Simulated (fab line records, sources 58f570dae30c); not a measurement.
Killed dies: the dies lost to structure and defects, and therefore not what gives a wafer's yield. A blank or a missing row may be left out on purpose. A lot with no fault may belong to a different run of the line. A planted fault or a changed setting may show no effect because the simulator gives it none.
fab line records | flow berkeley-cmos170
record: lots: 6 wafers: 18 last-day: 11
route steps=331 shown NLDD@159 SPACER@171 PSD@175
lots untouched by any fault: they come from a run of this same line in which no faults occurred
start-h: start of the lot's first displayed wafer, in hours after the record's first day | wait-h: how many hours have passed since the lot's step before this one | " identical to the entry in the row above | L1.1+2: a row that stands for several wafers | - no value present, or no start provided | * or withheld: withheld | < > ~ a bound
route shown NAME@n: names a module that has steps shown in the file, with the first one's number in the route | usual: the fault-free wafers' mean and standard deviation | same: alike in all rows | chamber/n: place in a boat | sites: each site's reading | _std_site: standard deviation of those values | _edge_site: outer sites' mean less inner sites' | radius-mm: how far each site lies from the wafer's centre | mask NAME#n: copy n | behind: the tool/chamber that last shaped the wafer | hold: why the lot went on hold/how many hours it stayed there/how the hold came to an end | device: the transistor (n, p or np) that didn't switch | end of line: tests of these same wafers at the route's end | step lacking rows: just its recipe | killed: at the first sort, the dies lost to defects and structure; wafer yield is something else | map: per-die view of a wafer (x killed, . not killed, _ where there is no die)
set.NAME: setting as actually run; set.NAME@STEP: the setting as run at that earlier step | model.NAME: the simulator's own value behind a step, which no gauge read
a table for each step, a row for each wafer; lots at some steps of the route
services: the hour from which a tool's chamber was out of use, counted from the record's first day as start-h (under 0 if before that day), plus the number of hours and why
== steps ==
step: UCB170_NLDD_COAT_01
recipe: resist: KrF spin-rpm: 1500 resist-thk-nm: 900
step: UCB170_NLDD_SOFTBAKE_02
recipe: resist: KrF temp-c: 130 time-s: 60
step: UCB170_NLDD_EXPOSE_03
recipe: mask-id: NSELECT na: 0.5 sigma-outer: 0.6 source-shape: conventional target-cd-nm: 1200 dose-mj: 30
step: UCB170_NLDD_PEB_04
recipe: peb-temp-c: 130 peb-time-s: withheld resist: KrF
step: UCB170_NLDD_DEVELOP_05
recipe: developer: TMAH develop-time-s: 45 resist: KrF dev-temp-c: 21
step: UCB170_NLDD_CD_MEAS_06
recipe: target-cd-nm: 1200
usual: cd-nm: 1200.1/1.4
columns lot.wafer tool chamber start-h wait-h cd-nm
L638.2 cd-sem-01 - 138.57 - 1200.9
L638.3 " - " " 1199.8
L638.4 " - " " 1198.8
L645.2 cd-sem-01 - 180.58 - 1197.5
L645.4 " - " " 1199.0
L645.6 " - " " 1199.1
L648.1 cd-sem-02 - 195.37 - 1201.3
L648.2 " - " " 1201.2
L648.5 " - " " 1200.8
L649.1 cd-sem-02 - 206.94 - 1203.6
L649.3 " - " " 1202.7
L649.4 " - " " 1202.9
L651.3 cd-sem-01 - 214.69 - 1200.5
L651.4 " - " " 1200.4
L651.6 " - " " 1200.5
L659.3 cd-sem-01 - 231.50 - 1200.2
L659.5 " - " " 1200.5
L659.6 " - " " 1199.7
step: UCB170_NLDD_OVL_MEAS_07
usual: NLDD_OVL: -2/5.2
columns lot.wafer tool chamber start-h wait-h NLDD_OVL[nm]
L638.2 overlay-02 - 138.68 0.1 -3
L638.3 " - " " 4
L638.4 " - " " -4
L645.2 overlay-01 - 180.68 0.1 -5
L645.4 " - " " 2
L645.6 " - " " 0
L648.1 overlay-01 - 195.49 0.1 -6
L648.2 " - " " -9
L648.5 " - " " -1
L649.1 overlay-01 - 207.06 0.1 -7
L649.3 " - " " 1
L649.4 " - " " 0
L651.3 overlay-01 - 214.78 0.1 -10
L651.4 " - " " 2
L651.6 " - " " -3
L659.3 overlay-02 - 231.59 0.1 -3
L659.5 " - " " -4
L659.6 " - " " 2
step: UCB170_NLDD_IMPLANT_08
recipe: species: As dose-cm2: 5e+13 energy-kev: 30 tilt-deg: 7 rotation-deg: 0
step: UCB170_NLDD_IMPLANT_09
recipe: species: As dose-cm2: 5e+13 energy-kev: 30 tilt-deg: 7 rotation-deg: 180
step: UCB170_NLDD_STRIP_10
recipe: chemistry: O2 power-w: 400 pressure-mtorr: 3500 platen-temp-c: withheld o2-flow-sccm: 400 overash-fraction: 0.5
usual: drypump-motor-current-A: 5.63/0.17 oes-product-au: 0.735/0.0048 strip-time-to-endpoint-s: 21.62/0.056
columns lot.wafer tool chamber start-h wait-h drypump-motor-current-A oes-product-au rf-hours-counter-h strip-time-to-endpoint-s
L638.2 plasma-asher-02 1 139.01 0.1 5.55 0.734 42 21.62
L638.3 " 0 " " 5.87 0.735 - 21.61
L638.4 " 1 " " 5.53 0.735 - 21.71
L645.2 plasma-asher-02 1 181.31 0.2 5.55 0.734 46 21.62
L645.4 " 1 " " 5.55 0.729 - 21.70
L645.6 " 0 " " 5.87 0.733 - 21.58
L648.1 plasma-asher-03 0 195.82 0.1 5.48 0.730 43 21.63
L648.2 " 1 " " 5.69 0.739 43 21.56
L648.5 " 0 " " 5.48 0.730 - 21.53
L649.1 plasma-asher-02 1 207.40 0.1 5.54 0.738 49 21.64
L649.3 " 0 " " 5.88 0.731 - 21.65
L649.4 " 1 " " 5.54 0.731 - 21.64
L651.3 plasma-asher-01 0 215.14 0.1 5.45 0.733 - 21.53
L651.4 " 1 " " 5.49 0.739 - 21.55
L651.6 " 0 " " 5.44 0.731 - 21.57
L659.3 plasma-asher-02 1 231.95 0.1 5.56 0.738 - 21.63
L659.5 " 1 " " 5.53 0.739 - 21.64
L659.6 " 0 " " 5.88 0.726 - 21.60
step: UCB170_NLDD_TW_MEAS_11
usual: NLDD_TW: 2225/13
columns lot.wafer tool chamber start-h wait-h NLDD_TW
L638.2 film-metro-02 - 139.12 0.1 2240
L638.3 " - " " 2243
L638.4 " - " " 2241
L645.2 film-metro-01 - 181.42 0.1 2212
L645.4 " - " " 2206
L645.6 " - " " 2213
L648.1 film-metro-04 - 195.92 0.1 2225
L648.2 " - " " 2223
L648.5 " - " " 2218
L649.1 film-metro-02 - 207.50 0.1 2218
L649.3 " - " " 2234
L649.4 " - " " 2227
L651.3 film-metro-01 - 215.23 0.1 2196
L651.4 " - " " 2206
L651.6 " - " " 2208
L659.3 film-metro-01 - 232.04 0.1 2238
L659.5 " - " " 2243
L659.6 " - " " 2227
step: UCB170_NLDD_CLEAN_12
recipe: chemistry: SPM temp-c: 120 time-s: 600
step: UCB170_SPACER_CVD_00
recipe: material: SiO2 target-thk-nm: 376 temp-c: 390 precursor: TEOS/O2 time-s: 47 rf-w: 550 pressure-mtorr: 9000
usual: heater-power-w: 260/51 run-length-s: 75.0/0.6
columns lot.wafer tool chamber start-h wait-h heater-power-w run-length-s model.SiO2_of_SPACER_CVD_00.thk-nm
L638.2 pecvd-03 2 139.35 0.0 237 74.7 367.3
L638.3 " 0 " " 285 74.5 375.2
L638.4 " 2 " " 246 75.0 377.6
L645.2 pecvd-02 1 181.65 0.0 275 75.2 374.9
L645.4 " 0 " " 276 75.0 380.6
L645.6 " 2 " " 316 75.7 384.7
L648.1 pecvd-04 2 196.19 0.0 290 75.0 368.9
L648.2 " 1 " " 282 75.2 375.3
L648.5 " 1 " " 297 75.3 378.1
L649.1 pecvd-03 2 208.56 0.0 187 103.5 608
L649.3 " 0 " " 274 74.0 371.3
L649.4 " 1 " " 221 76.4 377.3
L651.3 pecvd-03 2 215.44 0.0 233 104.2 605.4
L651.4 " 2 " " 244 104.4 614.9
L651.6 " 0 " " 298 75.0 377.8
L659.3 pecvd-04 2 232.40 0.0 308 74.8 374.6
L659.5 " 0 " " 340 75.1 376.6
L659.6 " 1 " " 284 75.3 388
step: UCB170_SPACER_THK_MEAS_01
recipe: reads: SiO2_of_SPACER_CVD_00
usual: SPACER_TEOS_THK: 377/5.2
columns lot.wafer tool chamber start-h wait-h SPACER_TEOS_THK[nm]
L638.2 film-metro-03 - 139.40 0.0 367
L638.3 " - " " 375
L638.4 " - " " 378
L645.2 film-metro-03 - 181.70 0.0 375
L645.4 " - " " 381
L645.6 " - " " 385
L648.1 film-metro-03 - 196.26 0.0 369
L648.2 " - " " 375
L648.5 " - " " 378
L649.1 film-metro-03 - 208.61 0.0 609
L649.3 " - " " 371
L649.4 " - " " 377
L651.3 film-metro-01 - 215.51 0.0 605
L651.4 " - " " 615
L651.6 " - " " 378
L659.3 film-metro-02 - 232.46 0.0 375
L659.5 " - " " 377
L659.6 " - " " 388
step: UCB170_SPACER_ANNEAL_02
recipe: temp-c: 900 time-s: 1800 ambient: N2
step: UCB170_SPACER_ETCHBACK_03
recipe: stop-on: Si target: SiO2 chemistry: CHF3/CF4/Ar CHF3_flow_sccm: 50 cf4-flow-sccm: 10 Ar_flow_sccm: 120 pressure-mtorr: 200 rf-w: 500 target-depth-a: 3760 time-s: 100
usual: drypump-motor-current-A: 5.8/0.45 oes-product-au: 0.901/0.017 throttle-valve-pct: 6.48/0.11
columns lot.wafer tool chamber start-h wait-h drypump-motor-current-A oes-product-au rf-hours-counter-h throttle-valve-pct model.etch.depth-nm
L638.2 rie-diel-01 0 145.00 0.0 6.3 0.873 88 6.47 367.3
L638.3 " 3 " " 5.7 0.887 12 6.39 375.2
L638.4 " 1 " " 5.0 0.900 133 6.63 377.6
L645.2 rie-diel-04 0 185.78 0.0 5.9 0.887 18 6.53 374.9
L645.4 " 1 " " 6.3 0.904 20 6.53 380.6
L645.6 " 2 " " 6.3 0.926 - 6.49 384.7
L648.1 rie-diel-04 0 201.80 0.0 6.0 0.875 19 6.53 368.9
L648.2 " 1 " " 6.3 0.891 21 6.51 375.3
L648.5 " 3 " " 5.3 0.908 - 6.31 378.1
L649.1 rie-diel-04 3 211.50 0.0 5.2 1.000 16 6.31 431.3
L649.3 " 2 " " 6.3 0.903 143 6.49 371.3
L649.4 " 0 " " 5.9 0.889 19 6.54 377.3
L651.3 rie-diel-01 1 220.57 0.0 5.0 0.952 137 6.63 412.9
L651.4 " 3 " " 5.6 1.002 15 6.40 439.9
L651.6 " 3 " " 5.6 0.888 - 6.39 377.8
L659.3 rie-diel-01 3 234.72 0.0 5.7 0.884 16 6.39 374.6
L659.5 " 1 " " 5.0 0.893 - 6.64 376.6
L659.6 " 0 " " 6.3 0.921 - 6.48 388
step: UCB170_PSD_HMDS_00
recipe: prime-time-s: 60 prime-temp-c: 100
== services ==
columns tool chamber start-h hours kind
plasma-asher-01 0 117.75 - clean
plasma-asher-01 1 117.75 - clean
pecvd-03 2 145.37 10.6 repair
rie-diel-01 0 156.01 6.6 repair
rie-diel-01 3 162.95 6.2 repair
pecvd-04 - 165.38 6.0 pm
rie-diel-04 1 179.49 4.3 repair
pecvd-04 0 192.78 14.2 repair
plasma-asher-02 - 197.89 0.8 repair
rie-diel-01 2 199.48 - clean
rie-diel-01 2 199.48 15.7 scheduled-down
rie-diel-01 2 199.48 15.7 vent-cycle
pecvd-03 - 199.85 1.8 repair
rie-diel-04 2 232.41 - clean
rie-diel-04 2 232.41 16.2 scheduled-down
rie-diel-04 2 232.41 16.2 vent-cycle
rie-diel-01 2 232.74 5.2 repair
== key ==
first-sign: step: UCB170_SPACER_CVD_00 reading: run-length-s direction: up sigmas: 48 usual: * struck: *
effect: step: UCB170_SPACER_THK_MEAS_01 reading: SPACER_TEOS_THK direction: up sigmas: 45 usual: 377 struck: 610
effect: step: UCB170_SPACER_ETCHBACK_03 reading: oes-product-au direction: up sigmas: 4.8 usual: 0.901 struck: 0.985
model-effect: step: UCB170_SPACER_CVD_00 value: SiO2_of_SPACER_CVD_00.thk-nm without: 378.6 struck: 609.4
model-effect: step: UCB170_SPACER_ETCHBACK_03 value: etch.depth-nm without: 378.6 struck: 428.1
met-at UCB170_SPACER_CVD_00
struck-wafers L649.1,L651.3,L651.4
later-rows-left-out L649.1,L651.3,L651.4
sort-left-out L649.1,L651.3,L651.4
tester-left-out L649,L651
onset-between 139.35 208.56
fault: kind: process-parameter-drift tool: pecvd-03 chamber: 2 onset-h: 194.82 steps: UCB170_SPACER_CVD_00 channel: time-s offset: * shape: step end-h: 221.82 acts-in: * stated: *
tester-left-out: of these lots the tester's yield and bins aren't shown, on N5 and GAA mostly nor the transistor test; their killed dies are dies lost to structure and defects alone, not to doping, threshold or leakage, so they don't give the yield
sort-left-out: the simulated sort isn't trusted on such a fault, so these wafers' sort isn't shown, and their yield isn't known
later-rows-left-out: the simulator's readings of these wafers behind a module that went badly wrong aren't trusted and aren't shown, but for the sort
